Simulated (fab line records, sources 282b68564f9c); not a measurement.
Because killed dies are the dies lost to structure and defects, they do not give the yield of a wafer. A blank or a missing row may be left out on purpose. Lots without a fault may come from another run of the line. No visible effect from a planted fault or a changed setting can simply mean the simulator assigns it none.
A struck lot beside a sound one -- flow rit cmos -- 45 steps out of a route of 202
Sound: these wafers, L868.1, L868.4, L868.5. Wafers struck: L884.3, L884.4, L884.6. Last of all comes the cause.
For every step that has rows: the tool of each side, followed by ch and its chambers, followed by its first start. Under that, the readings that differ: sound wafers -- struck wafers -- difference of the means -- sigmas: that difference in standard deviations of wafers without a fault.
alike: readings with means less than 2 such deviations apart, plus words and numbers identical on both sides. not compared: withheld readings, readings lacking a value on some wafer, bounds such as >300 that could conceal the same value, and numbers that have no deviation in the record and whose values overlap.
Wherever a step has rows on one side only, a row that says differs or no value, or a row with sigmas, the two part there. Non-overlapping numbers with no deviation appear without sigmas and do not part them. Lack of a reading on every wafer of one side parts them only where that side has two or more wafers.

first, 1 step without rows for these wafers: RIT_ACTIVE_HARDBAKE_12 (time 60 s).
RIT_ACTIVE_ETCH_13: etches Si3N4 in SF6, stops on SiO2, time 210 s, target depth 210 nm.
  sound on rie diel-03 ch 1,3, day 1 14:59; struck on rie diel-02 ch 0,3, day 4 22:50
  alike: drypump motor current A, oes product au, throttle valve pct
  not compared: rf hours counter h
RIT_ACTIVE_STRIP_14: strips in O2, time 180 s.
  sound on plasma asher-01 ch 0,1, day 1 15:07; struck on plasma asher-02 ch 0,1, day 4 23:02
reading,sound,struck,difference,sigmas
drypump motor current A (A),6.3 6.3 6.3,5.0 5.3 5.0,-1.2,-2
  not compared: rf hours counter h
RIT_ACTIVE_CD_MEAS_90 targets a cd of 1400 nm.
  sound on cd sem-01, day 1 15:18; struck on cd sem-01, day 4 23:11
reading,sound,struck,difference,sigmas
cd nm (nm),1395.6 1395.5 1395.3,1402.1 1403.4 1403.0,+7.4,+3
then, 4 steps without rows for these wafers: RIT_ACTIVE_CLEAN_15 (cleans in SC1, time 600 s); RIT_ACTIVE_CLEAN_16 (cleans in dHF, time 30 s); RIT_ACTIVE_CLEAN_17 (cleans in SC2, time 600 s); RIT_FOX1_OXIDATION_00 (target thk 350.7 nm, ox time 1130 s).
RIT_FOX1_THK_MEAS_01:
  sound on film metro-04, day 1 17:45; struck on film metro-04, day 5 02:03
reading,sound,struck,difference,sigmas
FOX1_OXIDE_THK (nm),352 355 351,337 342 341,-13,-2
then, 2 steps without rows for these wafers: RIT_FOX1_WET_ETCH_02 (etches SiO2 in BOE, target depth 350 nm, time 390 s); RIT_FOX2_OXIDATION_00 (target thk 350.7 nm, ox time 1130 s).
RIT_FOX2_THK_MEAS_01:
  sound on film metro-01, day 1 20:14; struck on film metro-01, day 5 03:32
  alike: FOX2_OXIDE_THK
RIT_FOX2_CLEAN_02: cleans in dHF, time 180 s.
  sound on wet bench-02 ch 0, day 1 20:17; struck on wet bench-02 ch 1, day 5 03:35
reading,sound,struck,difference,sigmas
run length s (s),211 211 211,571 571 571,+360,+99 or more
model.SiO2_of_FOX2_OXIDATION_00.thk nm (nm),333.9 334.3 328.8,296.7 300.8 298.9,-33.5,
then, 1 step without rows for these wafers: RIT_FOX2_WET_ETCH_03 (etches Si3N4 in H3PO4, target depth 195 nm, time 2700 s).
RIT_FOX2_THK_MEAS_90:
  sound on film metro-01, day 1 21:11; struck on film metro-04, day 5 04:29
reading,sound,struck,difference,sigmas
FIELD_OXIDE_LEFT_1_THK (nm),323 324 318,286 290 288,-34,-6
then, 6 steps without rows for these wafers: RIT_NWELL_HMDS_00 (prime time 60 s); RIT_NWELL_COAT_01 (resist thk 1300 nm); RIT_NWELL_SOFTBAKE_02 (time 60 s); RIT_NWELL_EXPOSE_03 (exposes mask M2, target cd 43900 nm); RIT_NWELL_PEB_04; RIT_NWELL_DEVELOP_05 (develop time 68 s).
RIT_NWELL_OVL_MEAS_06:
  sound on overlay-01, day 1 22:14; struck on overlay-01, day 5 05:25
reading,sound,struck,difference,sigmas
NWELL_OVL (nm),-3.5 -3.4 -2.3,0.5 -1.7 1.4,+3.1,+2
then, 2 steps without rows for these wafers: RIT_NWELL_HARDBAKE_07 (time 120 s); RIT_NWELL_IMPLANT_08.
RIT_NWELL_STRIP_09: strips in O2, time 180 s.
  sound on plasma asher-03 ch 1, day 1 22:41; struck on plasma asher-01 ch 0,1, day 5 05:54
  alike: drypump motor current A
  not compared: rf hours counter h
RIT_NWELL_TW_MEAS_10:
  sound on film metro-04, day 1 22:51; struck on film metro-03, day 5 06:02
  alike: NWELL_TW
then, 6 steps without rows for these wafers: RIT_PWELL_HMDS_00 (prime time 60 s); RIT_PWELL_COAT_01 (resist thk 1300 nm); RIT_PWELL_SOFTBAKE_02 (time 60 s); RIT_PWELL_EXPOSE_03 (exposes mask M3, target cd 43700 nm); RIT_PWELL_PEB_04; RIT_PWELL_DEVELOP_05 (develop time 68 s).
RIT_PWELL_OVL_MEAS_06:
  sound on overlay-01, day 1 23:47; struck on overlay-02, day 5 07:09
  alike: PWELL_OVL
then, 2 steps without rows for these wafers: RIT_PWELL_HARDBAKE_07 (time 120 s); RIT_PWELL_IMPLANT_08.
RIT_PWELL_STRIP_09: strips in O2, time 180 s.
  sound on plasma asher-04 ch 0,1, day 2 00:14; struck on plasma asher-03 ch 0,1, day 5 07:38
  alike: drypump motor current A
  not compared: rf hours counter h
RIT_PWELL_TW_MEAS_10:
  sound on film metro-03, day 2 00:24; struck on film metro-03, day 5 07:46
  alike: PWELL_TW
then, 1 step without rows for these wafers: RIT_WELLDRIVE_ANNEAL_00 (time 14700 s).
RIT_WELLDRIVE_RS_MEAS_01: measurement is done with a four-point probe.
  sound on film metro-02, day 2 06:19; struck on film metro-04, day 5 12:56
reading,sound,struck,difference,sigmas
NWELL_RS (ohm/sq),274.5 274.8 274.6,275.7 276.7 276.6,+1.7,+2
RIT_WELLDRIVE_RS_MEAS_02: measurement is done with a four-point probe.
  sound on film metro-02, day 2 06:26; struck on film metro-04, day 5 13:04
  alike: PWELL_RS
then, 2 steps without rows for these wafers: RIT_NRETRO_HMDS_00 (prime time 60 s); RIT_NRETRO_COAT_01 (resist thk 1300 nm).
RIT_FOX2_THK_MEAS_91:
  sound on film metro-04, day 2 10:13; struck on film metro-02, day 5 16:43
reading,sound,struck,difference,sigmas
FIELD_OXIDE_LEFT_2_THK (nm),256 256 250,217 221 219,-35,-6
RIT_SILICIDE_WET_ETCH_00: etches SiO2 in BOE, target depth 14 nm, time 15 s.
  sound on wet bench-04 ch 3, day 3 08:12; struck on wet bench-01 ch 0, day 6 11:37
reading,sound,struck,difference,sigmas
model.SiO2_of_FOX2_OXIDATION_00.thk nm (nm),151.6 151.9 145.7,113.9 115.9 116,-34.5,
RIT_M1_PROBE_99:
  sound on prober-01, day 3 16:27; struck on prober-01, day 6 18:46
reading,sound,struck,difference,sigmas
model.etest.field n.vt v (V),34.61 34.77 33.94,29.65 30.24 29.94,-4.50,
model.etest.field p metal.vt v (V),-30.64 -30.19 -31.09,-33.51 -32.53 -32.98,-2.37,
model.etest.iso nwell nwell.bv v (V),22.06 22.22 22.25,21.28 21.48 21.64,-0.71,
model.etest.iso pplus pwell.lateral log10 a um,-9.298 -9.296 -9.242,-9.321 -9.315 -9.383,-0.061,
model.etest.pmos narrow.vt less v (V),0.01847 0.01726 0.01747,0.01407 0.01371 0.01529,-0.00338,
  alike: killed_at_M0_to_M3, killed at front end, killed dies, killed open, killed short

## WHERE THEY PART
First at RIT_ACTIVE_STRIP_14; last, within this record, at RIT_FOX2_THK_MEAS_91. Later steps at which nothing parts them and some readings are alike: RIT_M1_PROBE_99.

WHY: the cause the simulator had injected
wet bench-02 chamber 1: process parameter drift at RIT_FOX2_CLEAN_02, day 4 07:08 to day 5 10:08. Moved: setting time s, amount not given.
